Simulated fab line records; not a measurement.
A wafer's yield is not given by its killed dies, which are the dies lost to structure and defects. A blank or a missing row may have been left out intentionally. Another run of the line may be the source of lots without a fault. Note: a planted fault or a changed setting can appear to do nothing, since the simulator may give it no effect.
Split-lot trial :: flow berkeleyCmos170 :: route with 331 steps; 5 lots, 23 wafers read

## THE SPLIT ITSELF
At UCB170_GATE_CVD_04 (deposits poly-Si from SiH4, time 1440 s, target thk 214 nm), the setting timeS was moved away from the recipe's 1440 s on 15 of the 23 wafers read, by -13.7% to +4.4%. All remaining wafers had this setting at the recipe value.

No step appears in the file between the split and the reading.

## THE READING
GATE_POLY_THK in nanometres, read at UCB170_GATE_THK_MEAS_05. On this fab line, fault-free wafers typically give 213.1 nm with a standard deviation of 2.7 nm.

wafer: L074.1
tool, chamber at the split: -, -
timeS as run, s: 1440
against the recipe: recipe
GATE_POLY_THK, nm: 215.3
against lot-mates on the recipe: -

wafer: L074.2
tool, chamber at the split: -, -
timeS as run, s: 1440
against the recipe: recipe
GATE_POLY_THK, nm: 216.6
against lot-mates on the recipe: -

wafer: L074.3
tool, chamber at the split: -, -
timeS as run, s: 1440
against the recipe: recipe
GATE_POLY_THK, nm: 215.5
against lot-mates on the recipe: -

wafer: L074.4
tool, chamber at the split: -, -
timeS as run, s: 1440
against the recipe: recipe
GATE_POLY_THK, nm: 214.7
against lot-mates on the recipe: -

wafer: L074.6
tool, chamber at the split: -, -
timeS as run, s: 1440
against the recipe: recipe
GATE_POLY_THK, nm: 214.6
against lot-mates on the recipe: -

wafer: L077.1
tool, chamber at the split: -, -
timeS as run, s: 1310
against the recipe: -9.0%
GATE_POLY_THK, nm: 197.6
against lot-mates on the recipe: no lot-mate on the recipe

wafer: L077.2
tool, chamber at the split: -, -
timeS as run, s: 1310
against the recipe: -9.0%
GATE_POLY_THK, nm: 196.1
against lot-mates on the recipe: no lot-mate on the recipe

wafer: L077.3
tool, chamber at the split: -, -
timeS as run, s: 1310
against the recipe: -9.0%
GATE_POLY_THK, nm: 198.2
against lot-mates on the recipe: no lot-mate on the recipe

wafer: L077.5
tool, chamber at the split: -, -
timeS as run, s: 1310
against the recipe: -9.0%
GATE_POLY_THK, nm: 194.7
against lot-mates on the recipe: no lot-mate on the recipe

wafer: L077.6
tool, chamber at the split: -, -
timeS as run, s: 1310
against the recipe: -9.0%
GATE_POLY_THK, nm: 197.0
against lot-mates on the recipe: no lot-mate on the recipe

wafer: L078.1
tool, chamber at the split: -, -
timeS as run, s: 1504
against the recipe: +4.4%
GATE_POLY_THK, nm: 218.0
against lot-mates on the recipe: no lot-mate on the recipe

wafer: L078.2
tool, chamber at the split: -, -
timeS as run, s: 1504
against the recipe: +4.4%
GATE_POLY_THK, nm: 218.2
against lot-mates on the recipe: no lot-mate on the recipe

wafer: L078.3
tool, chamber at the split: -, -
timeS as run, s: 1504
against the recipe: +4.4%
GATE_POLY_THK, nm: 219.0
against lot-mates on the recipe: no lot-mate on the recipe

wafer: L078.4
tool, chamber at the split: -, -
timeS as run, s: 1504
against the recipe: +4.4%
GATE_POLY_THK, nm: 219.2
against lot-mates on the recipe: no lot-mate on the recipe

wafer: L078.6
tool, chamber at the split: -, -
timeS as run, s: 1504
against the recipe: +4.4%
GATE_POLY_THK, nm: 220.5
against lot-mates on the recipe: no lot-mate on the recipe

wafer: L079.2
tool, chamber at the split: lpcvd-01, 0
timeS as run, s: 1440
against the recipe: recipe
GATE_POLY_THK, nm: 210.7
against lot-mates on the recipe: -

wafer: L079.3
tool, chamber at the split: lpcvd-01, 0
timeS as run, s: 1440
against the recipe: recipe
GATE_POLY_THK, nm: 212.8
against lot-mates on the recipe: -

wafer: L079.5
tool, chamber at the split: lpcvd-01, 0
timeS as run, s: 1440
against the recipe: recipe
GATE_POLY_THK, nm: 210.8
against lot-mates on the recipe: -

wafer: L080.2
tool, chamber at the split: -, -
timeS as run, s: 1243
against the recipe: -13.7%
GATE_POLY_THK, nm: 182.9
against lot-mates on the recipe: no lot-mate on the recipe

wafer: L080.3
tool, chamber at the split: -, -
timeS as run, s: 1243
against the recipe: -13.7%
GATE_POLY_THK, nm: 185.3
against lot-mates on the recipe: no lot-mate on the recipe

wafer: L080.4
tool, chamber at the split: -, -
timeS as run, s: 1243
against the recipe: -13.7%
GATE_POLY_THK, nm: 184.5
against lot-mates on the recipe: no lot-mate on the recipe

wafer: L080.5
tool, chamber at the split: -, -
timeS as run, s: 1243
against the recipe: -13.7%
GATE_POLY_THK, nm: 184.1
against lot-mates on the recipe: no lot-mate on the recipe

wafer: L080.6
tool, chamber at the split: -, -
timeS as run, s: 1243
against the recipe: -13.7%
GATE_POLY_THK, nm: 184.0
against lot-mates on the recipe: no lot-mate on the recipe

FIT RESULTS
A straight line over all 23 wafers: GATE_POLY_THK changes by +1.94 nm for each +1% of timeS; r = +0.99; the points scatter about the line by 2.4 nm.
Too few moved wafers have a lot-mate on the recipe to fit a line with each lot's own level taken away.

## THE WHOLE CHAIN: every reading that the file lists as answering this split, in the file's order
step: UCB170_GATE_CVD_04
what it does: deposits poly-Si from SiH4, time 1440 s, target thk 214 nm
reading: poly-Si_of_GATE_CVD_04.thkNm (the simulator's own value, which no gauge read)
change (the file's fit): +1.94 nm for each +1% of the setting
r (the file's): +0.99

step: UCB170_GATE_THK_MEAS_05
what it does: 
reading: GATE_POLY_THK
change (the file's fit): +1.94 for each +1% of the setting
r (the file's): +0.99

## FILE'S OWN FIT
GATE_POLY_THK changes by +1.94 nm for each +1% of timeS, r = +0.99.
